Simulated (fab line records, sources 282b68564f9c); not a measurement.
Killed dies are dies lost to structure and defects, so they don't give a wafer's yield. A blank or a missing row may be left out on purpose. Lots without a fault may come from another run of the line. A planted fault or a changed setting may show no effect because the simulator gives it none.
Split-lot experiment | flow rit_cmos | 3 lots, 13 wafers read, on a route of 202 steps

THE SPLIT
At RIT_M1_ANNEAL_15 (time 1800 s), the setting time_s was moved away from the recipe's 1800 s on 5 of the 13 wafers read, by -8.2%. The other wafers ran this setting at the recipe's value.

The file shows no step between the split and the reading.

THE READING
etest.nmos_0p3.r_on_ohm_um (the simulator's own value, which no gauge read), at RIT_M1_PROBE_99. The file gives no usual value for it. The 8 wafers here that ran the recipe average 2083, standard deviation 29.

wafer  | tool, chamber at the split | time_s as run, s | against the recipe | etest.nmos_0p3.r_on_ohm_um | against lot-mates on the recipe
L076.1 | -, -                       | 1800             | recipe             | 2099                       | -
L076.2 | -, -                       | 1800             | recipe             | 2105                       | -
L076.6 | -, -                       | 1800             | recipe             | 2095                       | -
L080.2 | -, -                       | 1652             | -8.2%              | 2286                       | no lot-mate on the recipe
L080.3 | -, -                       | 1652             | -8.2%              | 2288                       | no lot-mate on the recipe
L080.4 | -, -                       | 1652             | -8.2%              | 2286                       | no lot-mate on the recipe
L080.5 | -, -                       | 1652             | -8.2%              | 2364                       | no lot-mate on the recipe
L080.6 | -, -                       | 1652             | -8.2%              | 2266                       | no lot-mate on the recipe
L083.1 | -, -                       | 1800             | recipe             | 2025                       | -
L083.2 | -, -                       | 1800             | recipe             | 2046                       | -
L083.3 | -, -                       | 1800             | recipe             | 2096                       | -
L083.4 | -, -                       | 1800             | recipe             | 2114                       | -
L083.6 | -, -                       | 1800             | recipe             | 2082                       | -

THE FIT
A straight line over all 13 wafers: etest.nmos_0p3.r_on_ohm_um changes by -26.2 for each +1% of time_s; r = -0.96; the points scatter about the line by 34.
Too few moved wafers have a lot-mate on the recipe to fit a line with each lot's own level taken away.

THE FILE'S OWN FIT
etest.nmos_0p3.r_on_ohm_um changes by -26.2 for each +1% of time_s, r = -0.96.
